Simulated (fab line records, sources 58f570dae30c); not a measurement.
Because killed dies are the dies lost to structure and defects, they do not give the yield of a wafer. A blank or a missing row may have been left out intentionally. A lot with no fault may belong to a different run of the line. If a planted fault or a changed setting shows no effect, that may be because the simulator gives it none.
What tool caused it? ; flow berkeley cmos170 ; 42 wafers sampled from 14 lots at 1 step of a route of 331

## WHAT THE GAUGES READ, wafer by wafer
No reading from a measuring or inspecting step in the record can be judged against a usual standard deviation.

## EACH LOT AND THE TOOL THAT RAN IT (in order: tool; ch and the chambers of the sampled wafers; start)
lot;UCB170_NSD_STRIP_09
L489;plasma asher-03 ch 0,1, day 7 16:10
L488;plasma asher-04 ch 0,1, day 7 16:31
L492;plasma asher-04 ch 0,1, day 7 23:53
L491;plasma asher-03 ch 0,1, day 8 00:10
L490;plasma asher-04 ch 0,1, day 8 00:17
L493;plasma asher-03 ch 0,1, day 9 00:57
L494;plasma asher-04 ch 0,1, day 9 01:14
L496;plasma asher-04 ch 0,1, day 9 09:59
L503;plasma asher-01 ch 0,1, day 10 17:38
L504;plasma asher-01 ch 0,1, day 11 14:01
L509;plasma asher-03 ch 0,1, day 11 23:00
L506;plasma asher-01 ch 0,1, day 11 23:05
L505;plasma asher-03 ch 0, day 11 23:14
L511;plasma asher-03 ch 0,1, day 12 12:44
- UCB170_NSD_STRIP_09: strips in O2.

## WHAT THE TOOLS THEMSELVES READ (means of the sampled wafers that have a number; where no wafer has one, the mark that the record gives instead)
UCB170_NSD_STRIP_09. Usual: drypump motor current A 5.7 A, standard deviation 0.42; oes product au 0.534 a.u., standard deviation 0.0049; strip time to endpoint s 35.81 s, standard deviation 0.078.
lot;tool;drypump motor current A (A);oes product au (a.u.);strip time to endpoint s (s);flag
L489;plasma asher-03;6.0;0.529;35.92;
L488;plasma asher-04;5.4;0.531;35.91;
L492;plasma asher-04;5.5;0.536;35.85;
L491;plasma asher-03;5.7;0.536;35.70;
L490;plasma asher-04;5.5;0.536;35.88;
L493;plasma asher-03;6.0;0.539;35.84;
L494;plasma asher-04;5.5;0.497;35.82;OFF
L496;plasma asher-04;5.5;0.499;35.75;OFF
L503;plasma asher-01;5.6;0.531;35.78;
L504;plasma asher-01;5.6;0.532;35.80;
L509;plasma asher-03;5.7;0.533;35.84;
L506;plasma asher-01;5.6;0.541;35.91;
L505;plasma asher-03;5.2;0.533;35.64;
L511;plasma asher-03;6.0;0.539;35.80;

## THE ANSWER, worked out from the rows above alone
Rule: a lot counts as off when the mean over its wafers that have a number is more than 3 standard deviations away from the usual mean. A lot without any number at a reading at which 4 lots or more have one is off too. The other lots that the step has rows for count as sound. Order of review: gauges by route order, followed by the tools' own readings, for which a lot's mean as printed above is used. The first step at which some lot is off is used, and at that step the reading that is off furthest; a lot without a number counts as furthest.
Off at UCB170_NSD_STRIP_09 (oes product au): L494, L496.
A tool fits if, at that step or a process step before it, it ran every lot that is off, and no sound lot after the first of them. One fits: plasma asher-04 at UCB170_NSD_STRIP_09. Its last sound lot is L490 (day 8 00:17), its first lot that is off L494 (day 9 01:14): a fault that began between those two fits.
On the lots that are off, the tool's own readings at UCB170_NSD_STRIP_09 differ by more than 5 times the standard deviation of the sound lots' means, which bears it out; oes product au reads 0.498 a.u. there versus 0.535 a.u. on the sound lots.

## WHAT THE SIMULATOR PUT IN
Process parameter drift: plasma asher-04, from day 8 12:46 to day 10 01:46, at UCB170_NSD_STRIP_09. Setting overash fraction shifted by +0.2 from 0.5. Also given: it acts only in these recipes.
Struck lots among those shown: L494, L496. The rule given above showed the same thing.
